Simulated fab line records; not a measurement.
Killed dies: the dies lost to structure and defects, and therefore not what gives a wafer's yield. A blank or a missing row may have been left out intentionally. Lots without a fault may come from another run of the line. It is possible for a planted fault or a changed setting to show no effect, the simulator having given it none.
What tool caused it?    flow rit cmos    13 lots with 39 wafers sampled at 2 steps, on a route of 202 steps

== WHAT THE GAUGES SHOWED, per wafer ==
RIT_M1_CD_MEAS_09: target cd 2600 nm.
lot   measured     on         cd nm (nm)
L622  day 3 06:11  cd sem-02  2597.6 2598.1 2597.3
L623  day 3 12:09  cd sem-02  2597.7 2597.9 2598.1
L625  day 3 22:29  cd sem-02  2598.8 2600.2 2597.9
L626  day 4 03:02  cd sem-01  2596.3 2593.2 2594.7
L627  day 4 07:32  cd sem-02  2603.6 2602.3 2602.3
L629  day 4 18:46  cd sem-02  2596.8 2597.6 2599.0
L630  day 4 22:47  cd sem-02  2751.0 2749.2 2751.1
L639  day 6 19:20  cd sem-01  2596.4 2596.8 2595.9
L640  day 7 00:08  cd sem-02  2599.6 2601.3 2603.5
L641  day 7 06:28  cd sem-01  2600.1 2602.5 2602.9
L642  day 7 09:47  cd sem-01  2599.2 2599.0 2600.1
L643  day 7 17:11  cd sem-02  2602.1 2603.5 2601.9
L645  day 8 02:15  cd sem-01  2594.2 2592.3 2595.0

== TOOL THAT RAN EACH LOT (tool first, then ch and the chambers of the sampled wafers, then the start) ==
lot   RIT_M1_EXPOSE_06
L622  iline stepper-01 ch 0, day 3 05:45
L623  iline stepper-01 ch 0, day 3 11:43
L625  iline stepper-01 ch 0, day 3 22:04
L626  iline stepper-02 ch 0, day 4 02:37
L627  iline stepper-01 ch 0, day 4 07:06
L629  iline stepper-02 ch 0, day 4 18:20
L630  iline stepper-02 ch 0, day 4 22:22
L639  iline stepper-02 ch 0, day 6 18:54
L640  iline stepper-02 ch 0, day 6 23:42
L641  iline stepper-02 ch 0, day 7 06:02
L642  iline stepper-01 ch 0, day 7 09:21
L643  iline stepper-02 ch 0, day 7 16:46
L645  iline stepper-01 ch 0, day 8 01:49
- RIT_M1_EXPOSE_06: exposes mask M12, target cd 2600 nm.

== AS READ BY THE TOOLS THEMSELVES (means over the sampled wafers that have a number; for cases with no such wafer, the mark the record gives instead) ==
The record holds no such reading with a usual standard deviation.

== THE ANSWER, worked out from the rows above alone ==
Rule: the usual values come from the lots themselves. Put in order of their means at a reading, lots are off if they are a third of the lots or fewer, leave a main group of 4 or more, and stand apart from it by a gap of 3 or more times the standard deviation of the main group's means; of several such gaps the widest counts. Not used: any main group whose means are identical at the precision the tables above print for the reading. A lot without any number at a reading at which 4 lots or more have one is off too. Any other lot the step has rows for is counted as sound. After the gauges, taken in route order, come the tools' own readings; for these a lot's mean is taken, as printed above. At the first step where some lot is off, the reading lying furthest off is the one used; lots without a number count as furthest.
Off at RIT_M1_CD_MEAS_09 (cd nm): L630. Mean 2598.8 nm and standard deviation 2.8 in the main group.
If a tool, at a process step before that reading, ran all the lots that are off and no sound lot after the first of them, it fits. Those tools and the gauges at RIT_M1_CD_MEAS_09 are tried in the same way. None of those tried fits.

== WHAT HAD BEEN PUT IN BY THE SIMULATOR ==
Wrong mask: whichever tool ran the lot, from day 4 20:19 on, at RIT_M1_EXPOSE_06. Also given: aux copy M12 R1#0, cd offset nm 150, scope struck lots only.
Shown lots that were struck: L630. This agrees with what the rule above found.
